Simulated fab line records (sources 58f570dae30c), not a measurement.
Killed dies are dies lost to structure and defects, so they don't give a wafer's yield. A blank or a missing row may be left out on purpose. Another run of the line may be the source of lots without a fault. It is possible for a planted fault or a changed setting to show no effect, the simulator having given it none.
fab line records | flow berkeley-cmos170
record lots=14 wafers=42 last-day=12
route steps=331 shown FIELD@91 CONTACT@234 V1@257 V2@304
lots with no fault: from the same line, run without faults
start-h: hours from the record's first day to the start of the lot's first wafer shown | wait-h: hours from the lot's prior step to this one | " identical to the entry in the row above | L1.1+2: several wafers, shown together as one row | - value missing, or start not given | * or withheld: withheld | < > ~ a bound
route shown NAME@n: a module of which the file shows steps, and the number in the route of the first | usual: the fault-free wafers' mean and standard deviation | same: alike in all rows | chamber/n: place in a boat | sites: each site's reading | _std_site: how widely they spread, as a standard deviation | _edge_site: outer sites' mean less inner sites' | radius-mm: for every site, how far away it sits from the centre of the wafer | mask NAME#n: copy n | behind: the most recent tool/chamber to have shaped the wafer | hold: cause of the lot's hold/its duration in hours/its outcome | device: the n, p or np transistor that did not switch | end of line: tests of these same wafers at the route's end | for a step that has no rows: nothing shown but its recipe | killed: dies that structure and defects cost at the first sort, which is not the same as the wafer's yield | map: shows each die of a wafer: x if killed, . if not, _ if none is there
set.NAME: setting as actually run; set.NAME@STEP: the setting as run at that earlier step | model.NAME: the simulator's own value behind a step, which no gauge read
route steps across a sampled set of lots; one table per step, one row per wafer
services: from which hour (start-h, from the record's first day; less than 0 if before it) a tool's chamber was out of use, for how many hours, and why
## steps
# step UCB170_FIELD_THK_MEAS_02
# recipe reads=SiO2_of_FIELD_OXIDATION_01
# usual FIELD_OXIDE_THK=560/13
# columns lot.wafer tool chamber start-h wait-h FIELD_OXIDE_THK[nm]
L874.1 film-metro-01 - 84.93 0.0 554
L874.4 " - " " 546
L874.5 " - " " 553
L876.2 film-metro-02 - 89.29 0.0 546
L876.4 " - " " 546
L876.6 " - " " 552
L875.3 film-metro-04 - 89.30 0.0 567
L875.4 " - " " 570
L875.6 " - " " 569
L886.3 film-metro-02 - 131.29 0.0 550
L886.4 " - " " 558
L886.5 " - " " 562
L885.1 film-metro-01 - 131.33 0.1 558
L885.2 " - " " 556
L885.6 " - " " 562
L887.1 film-metro-01 - 143.94 0.0 549
L887.2 " - " " 547
L887.3 " - " " 553
L889.1 film-metro-02 - 154.80 0.0 559
L889.2 " - " " 558
L889.5 " - " " 550
L891.1 film-metro-04 - 172.89 0.0 553
L891.5 " - " " 560
L891.6 " - " " 569
L892.1 film-metro-01 - 179.09 0.0 558
L892.2 " - " " 551
L892.3 " - " " 565
L894.1 film-metro-02 - 179.09 0.0 558
L894.2 " - " " 542
L894.5 " - " " 555
L893.3 film-metro-04 - 179.11 0.0 581
L893.4 " - " " 586
L893.5 " - " " 580
L895.2 film-metro-04 - 194.98 0.0 574
L895.3 " - " " 566
L895.4 " - " " 563
L896.1 film-metro-04 - 203.22 0.0 552
L896.3 " - " " 556
L896.5 " - " " 562
L897.3 film-metro-02 - 203.24 0.0 554
L897.4 " - " " 545
L897.6 " - " " 557
# step UCB170_CONTACT_ETCH_18
# recipe chemistry=CHF3/CF4/Ar target=PSG stop-on=TiSi2 CHF3_flow_sccm=45 cf4-flow-sccm=15 Ar_flow_sccm=150 pressure-mtorr=200 rf-w=700 target-depth-a=8400 over-etch-frac=0.2 time-s=195
# usual cf4-flow-sccm=14.99/0.052 drypump-motor-current-A=5.7/0.5 oes-product-au=0.898/0.012 run-length-s=223.3/0.44 throttle-valve-pct=6.87/0.099
# columns lot.wafer tool chamber start-h wait-h cf4-flow-sccm drypump-motor-current-A oes-product-au rf-hours-counter-h run-length-s throttle-valve-pct
L874.1 rie-diel-04 0 136 - 15.06 6.4 0.889 161 223.3 6.88
L874.4 " 1 " " 15.03 5.8 0.882 - 223.5 6.93
L874.5 " 3 " " 15.07 5.3 0.918 - 223.1 6.95
L875.3 rie-diel-04 1 143 - 14.98 5.8 0.892 21 223.4 6.92
L875.4 " 3 " " 15.04 5.2 0.904 - 223.2 6.95
L875.6 " 1 " " 15.00 5.8 0.876 - 223.5 6.91
L876.2 rie-diel-04 1 145 - 15.06 5.8 0.881 21 224.0 6.92
L876.4 " 1 " " 15.02 5.8 0.889 - 223.8 6.93
L876.6 " 3 " " 14.97 5.3 0.912 - 223.0 6.95
L886.3 rie-diel-03 2 193 - 15.00 6.0 0.984 97 193.5 6.86
L886.4 " 0 " " 14.97 5.5 1.015 95 193.6 6.65
L886.5 " 0 " " 15.03 5.5 1.014 - 193.6 6.65
L885.1 rie-diel-03 0 193 - 14.99 5.5 1.023 96 193.5 6.65
L885.2 " 2 " " 15.02 6.0 0.989 97 193.5 6.86
L885.6 " 3 " " 14.89 6.4 1.024 - 194.1 6.96
L887.1 rie-diel-04 0 204 - 15.00 6.4 0.882 1 223.1 6.88
L887.2 " 2 " " 15.00 5.2 0.904 26 224.1 6.84
L887.3 " 1 " " 14.99 5.8 0.889 24 223.8 6.93
L889.1 rie-diel-01 0 212 - 14.97 5.0 0.896 9 223.1 6.98
L889.2 " 3 " " 14.95 6.1 0.896 60 224.0 6.70
L889.5 " 3 " " 14.97 6.1 0.900 - 224.1 6.68
L891.1 rie-diel-04 1 232 - 15.00 5.8 0.889 26 223.5 6.92
L891.5 " 3 " " 15.11 5.3 0.899 - 222.9 6.96
L891.6 " 0 " " 14.98 6.4 0.890 - 223.3 6.88
L892.1 rie-diel-04 2 237 - 15.04 5.2 0.898 28 223.7 6.85
L892.2 " 1 " " 15.01 5.8 0.884 26 223.4 6.92
L892.3 " 0 " " 14.99 6.4 0.892 3 223.2 6.89
L893.3 rie-diel-01 2 238 - 14.96 5.3 0.924 3 222.7 6.90
L893.4 " 0 " " 15.16 4.9 0.901 10 223.7 6.96
L893.5 " 1 " " 14.86 5.9 0.893 - 222.8 6.73
L894.1 rie-diel-04 2 239 - 14.87 5.2 0.904 29 224.3 6.83
L894.2 " 3 " " 14.95 5.2 0.903 1 223.4 6.92
L894.5 " 0 " " 14.89 6.4 0.889 - 223.1 6.87
L895.2 rie-diel-04 3 260 - 15.01 5.2 0.902 2 223.0 6.93
L895.3 " 0 " " 14.96 6.5 0.897 4 223.3 6.88
L895.4 " 0 " " 14.98 6.4 0.893 - 223.5 6.88
L896.1 rie-diel-04 2 264 - 14.99 5.2 0.911 30 223.6 6.85
L896.3 " 1 " " 14.95 5.8 0.893 27 223.8 6.92
L896.5 " 2 " " 14.93 5.2 0.896 - 223.6 6.84
L897.3 rie-diel-01 1 266 - 14.96 5.9 0.898 124 222.9 6.73
L897.4 " 2 " " 14.93 5.3 0.932 4 222.7 6.88
L897.6 " 1 " " 14.95 5.9 0.897 - 222.9 6.74
# step UCB170_V1_BOW_MEAS_03
# recipe mode=bow
# usual V1_BOW=20/6.8
# columns lot.wafer tool chamber start-h wait-h V1_BOW[um]
L874.1 film-metro-03 - 145.90 0.1 12
L874.4 " - " " 13
L874.5 " - " " 13
L875.3 film-metro-03 - 150.25 0.3 32
L875.4 " - " " 26
L875.6 " - " " 24
L876.2 film-metro-04 - 150.53 0.2 20
L876.4 " - " " 27
L876.6 " - " " 17
L886.4 film-metro-03 - 205.15 0.2 10
L886.5 " - " " 27
L885.1 film-metro-04 - 205.39 0.2 19
L885.6 " - " " 17
L887.1 film-metro-04 - 213.03 0.2 31
L887.2 " - " " 12
L887.3 " - " " 18
L889.1 film-metro-04 - 219.13 0.2 12
L889.2 " - " " 15
L889.5 " - " " 35
L891.1 film-metro-04 - 239.66 0.1 18
L891.5 " - " " 15
L891.6 " - " " 18
L892.1 film-metro-03 - 245.24 0.2 15
L892.2 " - " " 12
L892.3 " - " " 8
L893.3 film-metro-04 - 245.28 0.2 21
L893.4 " - " " 28
L893.5 " - " " 26
L894.1 film-metro-01 - 245.54 0.2 21
L894.2 " - " " 6
L894.5 " - " " 26
L895.2 film-metro-04 - 267.53 0.3 34
L895.3 " - " " 21
L895.4 " - " " 30
L896.1 film-metro-03 - 275.44 0.1 22
L896.3 " - " " 10
L896.5 " - " " 7
L897.3 film-metro-04 - 275.48 0.2 14
L897.4 " - " " 12
L897.6 " - " " 13
# step UCB170_V2_CD_MEAS_12
# recipe target-cd-nm=700
# usual cd-nm=700.2/1.3
# columns lot.wafer tool chamber start-h wait-h cd-nm
L874.1 cd-sem-01 - 153.64 - 701.3
L874.4 " - " " 700.7
L874.5 " - " " 700.8
L875.3 cd-sem-01 - 158.81 - 697.9
L875.4 " - " " 698.0
L875.6 " - " " 697.9
L876.2 cd-sem-02 - 160.16 - 702.1
L876.4 " - " " 702.1
L876.6 " - " " 703.3
L886.4 cd-sem-01 - 212.02 - 701.1
L886.5 " - " " 700.1
L885.1 cd-sem-02 - 212.39 - 699.1
L885.6 " - " " 699.9
L887.1 cd-sem-02 - 219.39 - 702.7
L887.2 " - " " 702.7
L887.3 " - " " 702.1
L889.1 cd-sem-02 - 225.67 - 701.0
L889.2 " - " " 701.4
L889.5 " - " " 700.7
L891.1 cd-sem-02 - 247.61 - 700.2
L891.5 " - " " 701.5
L891.6 " - " " 700.5
L892.1 cd-sem-02 - 251.92 - 701.0
L892.2 " - " " 701.8
L892.3 " - " " 700.7
L893.3 cd-sem-01 - 252.20 - 701.4
L893.4 " - " " 700.7
L893.5 " - " " 701.5
L894.1 cd-sem-01 - 252.78 - 699.6
L894.2 " - " " 699.5
L894.5 " - " " 700.3
L895.2 cd-sem-01 - 274.84 - 703.6
L895.3 " - " " 703.1
L895.4 " - " " 702.6
L896.1 cd-sem-02 - 282.70 - 699.8
L896.3 " - " " 700.0
L896.5 " - " " 699.3
L897.3 cd-sem-02 - 283.09 - 700.5
L897.4 " - " " 700.5
L897.6 " - " " 701.6
## services
# columns tool chamber start-h hours kind
rie-diel-04 2 123.43 25.7 repair
rie-diel-03 - 133.05 2.8 pm
rie-diel-01 2 136.23 - clean
rie-diel-01 2 136.23 28.1 scheduled-down
rie-diel-01 2 136.23 28.1 vent-cycle
rie-diel-04 0 149.11 - clean
rie-diel-04 0 149.11 21.8 scheduled-down
rie-diel-04 0 149.11 21.8 vent-cycle
rie-diel-04 3 196.77 - clean
rie-diel-04 3 196.77 28.0 scheduled-down
rie-diel-04 3 196.77 28.0 vent-cycle
rie-diel-01 2 203.79 6.1 repair
rie-diel-04 1 250.64 11.7 repair
rie-diel-04 - 256.28 0.8 repair
## key
first-sign step=UCB170_CONTACT_ETCH_18 reading=run-length-s direction=down sigmas=68 usual=* struck=*
effect step=UCB170_CONTACT_ETCH_18 reading=oes-product-au direction=up sigmas=9.3 usual=0.898 struck=1.008
met-at UCB170_CONTACT_ETCH_18
struck-lots L885,L886
later-rows-left-out L885.2,L886.3
sort-left-out L885.1,L885.2,L885.6,L886.3,L886.4,L886.5
tester-left-out L885,L886
not-acting-at UCB170_FIELD_THK_MEAS_02,UCB170_V1_BOW_MEAS_03,UCB170_V2_CD_MEAS_12
fault kind=process-parameter-drift tool=rie-diel-03 chamber=- onset-h=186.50 steps=UCB170_CONTACT_ETCH_18 channel=time-s offset=* shape=step end-h=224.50 acts-in=* stated=*
# tester-left-out: of these lots the tester's yield and bins aren't shown, on N5 and GAA mostly nor the transistor test; their killed dies are dies lost to structure and defects alone, not to doping, threshold or leakage, so they don't give the yield
# sort-left-out: the simulated sort isn't trusted on such a fault, so these wafers' sort isn't shown, and their yield isn't known
# later-rows-left-out: the simulator's readings of these wafers behind a module that went badly wrong aren't trusted and aren't shown, but for the sort
